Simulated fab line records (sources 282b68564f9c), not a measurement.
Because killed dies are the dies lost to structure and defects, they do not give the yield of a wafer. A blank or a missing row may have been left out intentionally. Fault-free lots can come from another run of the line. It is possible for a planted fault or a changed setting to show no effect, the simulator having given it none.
Split-lot experiment	flow rit cmos	route with 202 steps; 5 lots, 27 wafers read

SPLIT DETAILS
At RIT_SDANNEAL_RTA_03 (time 5 s), the setting time s was moved away from the recipe's 5 s on 12 of the 27 wafers read, by -28.2% to +28.2%. The other wafers ran this setting at the recipe's value.

FROM THE SPLIT TO THE READING: what the file shows between them, 2 steps
- RIT_SDANNEAL_RS_MEAS_04: measures by four-point-probe
- RIT_SDANNEAL_RS_MEAS_05: measures by four-point-probe

THE READING
PLDD_RS in ohm/sq, measured at RIT_SDANNEAL_RS_MEAS_06 by four-point-probe. Fault-free wafers of this fab line usually give 178.6 ohm/sq, standard deviation 0.48 ohm/sq.

wafer	tool, chamber at the split	time s as run, s	against the recipe	PLDD_RS, ohm/sq	against lot-mates on the recipe
L075.1	rtp anneal-02, 0	5	recipe	177.4	-
L075.3	rtp anneal-02, 0	5	recipe	177.7	-
L075.4	rtp anneal-02, 0	5	recipe	177.7	-
L076.1	rtp anneal-01, 0	5	recipe	178.6	-
L076.2	rtp anneal-01, 0	5	recipe	178.4	-
L076.3	rtp anneal-01, 0	5	recipe	179.1	-
L076.4	rtp anneal-01, 0	3.589	-28.2%	184.4	+5.7
L076.5	rtp anneal-01, 0	3.589	-28.2%	184.0	+5.3
L076.6	rtp anneal-01, 0	3.589	-28.2%	184.0	+5.3
L077.1	rtp anneal-02, 0	5.883	+17.7%	176.2	-2.5
L077.2	rtp anneal-02, 0	5	recipe	178.8	-
L077.3	rtp anneal-02, 0	5	recipe	178.6	-
L077.4	rtp anneal-02, 0	5.883	+17.7%	176.2	-2.5
L077.5	rtp anneal-02, 0	5.883	+17.7%	176.4	-2.3
L077.6	rtp anneal-02, 0	5	recipe	178.7	-
L080.1	rtp anneal-01, 0	5	recipe	179.5	-
L080.2	rtp anneal-01, 0	5	recipe	179.5	-
L080.3	rtp anneal-01, 0	3.91	-21.8%	182.6	+3.2
L080.4	rtp anneal-01, 0	5	recipe	179.3	-
L080.5	rtp anneal-01, 0	3.91	-21.8%	182.7	+3.3
L080.6	rtp anneal-01, 0	3.91	-21.8%	183.1	+3.7
L083.1	rtp anneal-02, 0	6.409	+28.2%	175.4	-3.6
L083.2	rtp anneal-02, 0	5	recipe	178.9	-
L083.3	rtp anneal-02, 0	6.409	+28.2%	175.5	-3.5
L083.4	rtp anneal-02, 0	5	recipe	179.3	-
L083.5	rtp anneal-02, 0	5	recipe	178.8	-
L083.6	rtp anneal-02, 0	6.409	+28.2%	175.6	-3.4

THE FIT
A straight line over all 27 wafers: PLDD_RS changes by -0.157 ohm/sq for each +1% of time s; r = -0.97; the points scatter about the line by 0.7 ohm/sq.
The same after taking each lot's own level away (the mean of its wafers on the recipe; 27 wafers): -0.154 ohm/sq for each +1%; r = -0.99; scatter 0.45 ohm/sq.
Per that fit: largest time s move, reading shift of 4.4 ohm/sq.
Across the lots, their own levels run from 177.60 to 179.43 ohm/sq, a range of 3.8 times the standard deviation given above.
Consequently the slope shifts little with the lot-to-lot level, the two slopes agreeing.
Check: with one of the wafers moved furthest among these (-28.2%) left out of the fit, the line predicts +4.42 ohm/sq for it against its lot-mates. Against them it came out at +5.7 ohm/sq.

ADDITIONAL SPLITS CARRIED BY THESE WAFERS
These wafers also went through other splits before the reading. Each is held against what the fit with the lots' levels taken away leaves over:
other split on the same wafers	wafers away from the commonest value	r with PLDD_RS (lot level and that fit taken away)
RIT_ACTIVE_DEVELOP_10 develop time s	12	-0.27
RIT_FOX2_WET_ETCH_03 time s	12	-0.14
RIT_GATE_DEVELOP_15 develop time s	9	+0.00

THE WHOLE CHAIN: every reading that the file lists as answering this split, in the file's order
step	what it does	reading	change (the file's fit)	r (the file's)
RIT_SDANNEAL_RS_MEAS_04	measures by four-point-probe	PSD_RS	-0.145 for each +1% of the setting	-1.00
RIT_SDANNEAL_RS_MEAS_05	measures by four-point-probe	NSD_RS	-0.0239 for each +1% of the setting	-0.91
RIT_SDANNEAL_RS_MEAS_06	measures by four-point-probe	PLDD_RS	-0.155 for each +1% of the setting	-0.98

FILE'S OWN FIT
PLDD_RS changes by -0.155 ohm/sq for each +1% of time s, r = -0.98.
